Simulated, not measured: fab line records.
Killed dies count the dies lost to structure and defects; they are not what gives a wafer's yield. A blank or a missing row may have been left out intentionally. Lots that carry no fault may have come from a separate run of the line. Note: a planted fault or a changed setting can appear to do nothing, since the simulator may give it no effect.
Which tool did it? :: flow rit_cmos :: 7 lots, 21 wafers sampled, at 2 steps of a route of 202

WHAT THE GAUGES SHOWED, per wafer
RIT_GATE_OVL_MEAS_17.
lot: L982
measured: day 3 00:00
on: overlay-01
GATE_OVL (nm): 1.4 -0.7 1.6

lot: L984
measured: day 3 12:07
on: overlay-01
GATE_OVL (nm): -0.7 0.0 -1.2

lot: L988
measured: day 4 12:02
on: overlay-02
GATE_OVL (nm): 131.0 128.7 130.9

lot: L990
measured: day 4 21:43
on: overlay-02
GATE_OVL (nm): 130.3 128.7 130.3

lot: L995
measured: day 6 03:18
on: overlay-01
GATE_OVL (nm): 2.1 0.2 -0.1

lot: L997
measured: day 6 06:57
on: overlay-02
GATE_OVL (nm): 0.5 -0.6 1.0

lot: L999
measured: day 6 17:22
on: overlay-01
GATE_OVL (nm): 0.3 0.8 2.6

WHAT TOOL EACH LOT RAN ON (gives the tool, then ch and the chambers of the sampled wafers, and finally the start)
lot: L982
RIT_GATE_EXPOSE_13: iline_stepper-01 ch 0, day 2 23:30

lot: L984
RIT_GATE_EXPOSE_13: iline_stepper-02 ch 0, day 3 11:36

lot: L988
RIT_GATE_EXPOSE_13: iline_stepper-02 ch 0, day 4 11:31

lot: L990
RIT_GATE_EXPOSE_13: iline_stepper-02 ch 0, day 4 21:11

lot: L995
RIT_GATE_EXPOSE_13: iline_stepper-01 ch 0, day 6 02:38

lot: L997
RIT_GATE_EXPOSE_13: iline_stepper-01 ch 0, day 6 06:26

lot: L999
RIT_GATE_EXPOSE_13: iline_stepper-01 ch 0, day 6 16:52
- RIT_GATE_EXPOSE_13: exposes mask M6, target cd 150 nm.

THE ANSWER, worked out from the rows above alone
Rule: what is usual is taken from the lots themselves. Put in order of their means at a reading, lots are off if they are a third of the lots or fewer, leave a main group of 4 or more, and stand apart from it by a gap of 3 or more times the standard deviation of the main group's means; of several such gaps the widest counts. If all means in a main group match to the digits the tables above print for the reading, that group is not used. A lot without any number at a reading at which 4 lots or more have one is off too. Any other lot the step has rows for is counted as sound.
Off: L988, L990, seen at RIT_GATE_OVL_MEAS_17 (GATE_OVL). The main group has a mean of 0.5 nm with a standard deviation of 0.63.
If a tool, at a process step before that reading, ran all the lots that are off and no sound lot after the first of them, it fits. The gauges at RIT_GATE_OVL_MEAS_17 are tried like those tools. One candidate fits, namely iline_stepper-02 at RIT_GATE_EXPOSE_13. A fault onset in the window from L984 (day 3 11:36, its last sound lot) to L988 (day 4 11:31, its first lot off) fits.

WHAT WAS PUT IN BY THE SIMULATOR
Scanner matching overlay: iline_stepper-02, from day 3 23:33 on, at RIT_GATE_EXPOSE_13. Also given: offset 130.
Struck lots among those shown: L988, L990. This agrees with what the rule above found.
